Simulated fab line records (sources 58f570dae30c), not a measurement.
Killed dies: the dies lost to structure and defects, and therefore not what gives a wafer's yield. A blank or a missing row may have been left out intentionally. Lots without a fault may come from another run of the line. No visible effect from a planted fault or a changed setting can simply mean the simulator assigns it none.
8D (eight disciplines) problem report, filled in by code + flow berkeley-cmos170 + the parts of the form that need people (team, actions taken, sign-off) are left out

## 1. WHAT IS WRONG
run-length-s at UCB170_NLDD_SOFTBAKE_02 reads a mean of 103.70 s on 6 wafers of 2 lots; wafers without a fault read 89.12 s with a standard deviation of 0.12. So: +99 or more standard deviations from the usual mean.
The step: time 60 s.
Earliest sighting: wafer L481.1 on litho-track-03 at day 9 03:17. At this step, 42 wafers from 14 lots have a number in the record. Rule for "out" (also "out of limits"): further than 4 standard deviations from the usual mean. The rest of the wafers with a number are treated as sound.

## 2. WHAT IT IS, AND WHAT IT ISN'T
| question                    | is                     | is not                                                                                 |
|-----------------------------|------------------------|----------------------------------------------------------------------------------------|
| which readings at this step | run-length-s           | plate-temp-C, resist-line-temp-C                                                       |
| which lots                  | L480, L481             | L468, L469, L470, L472, L473, L476, L478, L479, L486, L489, L490, L491                 |
| which wafers of those lots  | all that have a number | -                                                                                      |
| read on which tools         | litho-track-03         | litho-track-01, litho-track-04                                                         |
| when                        | from day 9 03:17       | up to then (24 sound wafers); but 12 sound wafers of L486, L489, L490, L491 came after |

## 3. WHAT RULES OUT EACH SUSPECT
Counting: a tool at any process step up to the reading remains a suspect when it ran all the lots that are out and ran no sound lot after the first of those.
- litho-track-03 at UCB170_NLDD_SOFTBAKE_02 (time 60 s): kept. It ran every lot that is out, first L481 (day 9 03:17), and no sound lot after that; its last sound lot up to then is L478 (day 8 04:21). Out on those wafers are its own readings of run-length-s.
The count leaves litho-track-03 at UCB170_NLDD_SOFTBAKE_02.

## 4. THE CAUSE (what the simulator had put in)
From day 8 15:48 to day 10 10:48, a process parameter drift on litho-track-03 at UCB170_NLDD_SOFTBAKE_02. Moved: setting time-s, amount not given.
Counting left only this tool.

## 5. THE EFFECT CHAIN, in route order
Each row: a reading whose mean over the struck wafers that have a number lies more than 3 standard deviations from the usual. Readings are gone through only where the record gives a usual standard deviation; hours: the median, over the lots, of the time from a lot's start at the first step in this table giving one to that lot's start at this step; sigmas: the change measured in usual standard deviations.
| hours | step                    | reading      | usual   | on struck wafers | change | sigmas      |
|-------|-------------------------|--------------|---------|------------------|--------|-------------|
| 0     | UCB170_NLDD_SOFTBAKE_02 | run-length-s | 89.12 s | 103.70           | +14.58 | +99 or more |
The process steps in it:
- UCB170_NLDD_SOFTBAKE_02: time 60 s.

## 6. WHAT WOULD HAVE CAUGHT IT SOONER
11 hours passed between the start of the fault at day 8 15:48 and the first reading out of limits in this record, taken at day 9 03:17.
